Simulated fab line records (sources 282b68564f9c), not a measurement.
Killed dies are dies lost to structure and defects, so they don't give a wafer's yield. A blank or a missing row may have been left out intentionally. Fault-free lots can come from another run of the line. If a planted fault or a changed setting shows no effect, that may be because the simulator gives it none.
Comparing a struck lot with a sound one / flow rit cmos / 21 out of 202 route steps
Sound: the wafers L891.2, L891.3, L891.5. Wafers struck: L900.3, L900.4, L900.5. At the end, the cause is stated.
Per side, at each step with rows, come the tool, then ch with its chambers, and then its first start. Under that, the readings that differ: sound wafers / struck wafers / difference of the means / sigmas: that difference in standard deviations of wafers without a fault.
alike: readings whose means differ by less than 2 such deviations, and words and numbers that are the same on both sides. not compared: withheld readings, readings that some wafer has no value for, bounds like >300 that may hide the same value, and numbers for which the record gives no deviation and whose values overlap.
A row with sigmas, a row that says differs or no value, or rows on one side alone: a step with any of these is where the two part. When numbers do not overlap yet have no deviation, they are printed without sigmas and do not part them. Lack of a reading on every wafer of one side parts them only where that side has two or more wafers.

first, 3 steps without rows for these wafers: RIT_PWELL_EXPOSE_03 (exposes mask M3, target cd 43700 nm); RIT_PWELL_PEB_04; RIT_PWELL_DEVELOP_05 (develop time 68 s).
RIT_PWELL_OVL_MEAS_06:
  sound on overlay-01 at day 4 02:25; struck on overlay-02 at day 5 17:37
  alike: PWELL_OVL
then, 2 steps without rows for these wafers: RIT_PWELL_HARDBAKE_07 (time 120 s); RIT_PWELL_IMPLANT_08.
RIT_PWELL_STRIP_09: strips in O2, time 180 s.
  sound on plasma asher-04 ch 1, day 4 03:00; struck on plasma asher-01 ch 0,1, day 5 18:05
  alike: drypump motor current A
  not compared: rf hours counter h
RIT_PWELL_TW_MEAS_10:
  sound on film metro-02 at day 4 03:11; struck on film metro-02 at day 5 18:14
  alike: PWELL_TW
then, 1 step without rows for these wafers: RIT_WELLDRIVE_ANNEAL_00 (time 14700 s).
RIT_WELLDRIVE_RS_MEAS_01: the measuring method here is four-point-probe.
  sound on film metro-03 at day 4 09:13; struck on film metro-04 at day 6 01:08
  alike: NWELL_RS
RIT_WELLDRIVE_RS_MEAS_02: the measuring method here is four-point-probe.
  sound on film metro-03 at day 4 09:20; struck on film metro-04 at day 6 01:15
  alike: PWELL_RS
then, 1 step without rows for these wafers: RIT_NRETRO_HMDS_00 (prime time 60 s).
RIT_NRETRO_COAT_01: resist thk 1300 nm.
  sound on litho track-03 ch 0, day 4 09:42; struck on litho track-03 ch 0, day 6 01:38
reading=spin speed rpm (rpm); sound=2000.4 1999.9 2000.9; struck=1904.3 1905.2 1905.9; difference=-95.3; sigmas=-60
reading=model.NOVOLAK_of_NRETRO_COAT_01.thk nm (nm); sound=1297 1295 1297; struck=1335 1332 1334; difference=+37; sigmas=
  alike: resist line temp C
then, 4 steps without rows for these wafers: RIT_NRETRO_SOFTBAKE_02 (time 60 s); RIT_NRETRO_EXPOSE_03 (exposes mask M4, target cd 43900 nm); RIT_NRETRO_PEB_04; RIT_NRETRO_DEVELOP_05 (develop time 68 s).
RIT_NRETRO_OVL_MEAS_06:
  sound on overlay-01 at day 4 10:32; struck on overlay-02 at day 6 02:20
  alike: NRETRO_OVL
RIT_NRETRO_HARDBAKE_07: time 120 s.
  sound on litho track-01 ch 0, day 4 10:46; struck on litho track-01 ch 0, day 6 02:28
reading=model.NOVOLAK_of_NRETRO_COAT_01.thk nm (nm); sound=1134 1133 1135; struck=1167 1165 1166; difference=+32; sigmas=
  alike: resist line temp C
after that, 1 step had no rows for these wafers: RIT_NRETRO_IMPLANT_08.
RIT_M1_PROBE_99:
  sound on prober-02 at day 5 18:06; struck on prober-02 at day 7 09:19
  alike: killed at front end, killed dies, killed on rim, killed open, killed short

## WHERE THEY PART
At RIT_NRETRO_COAT_01 and nowhere else, as far as this record goes. Later steps at which nothing parts them and some readings are alike: RIT_NRETRO_OVL_MEAS_06, RIT_NRETRO_HARDBAKE_07, RIT_M1_PROBE_99.

WHY: whatever the simulator had introduced
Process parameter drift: litho track-03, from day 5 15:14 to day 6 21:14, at RIT_NRETRO_COAT_01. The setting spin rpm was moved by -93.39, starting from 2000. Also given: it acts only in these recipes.
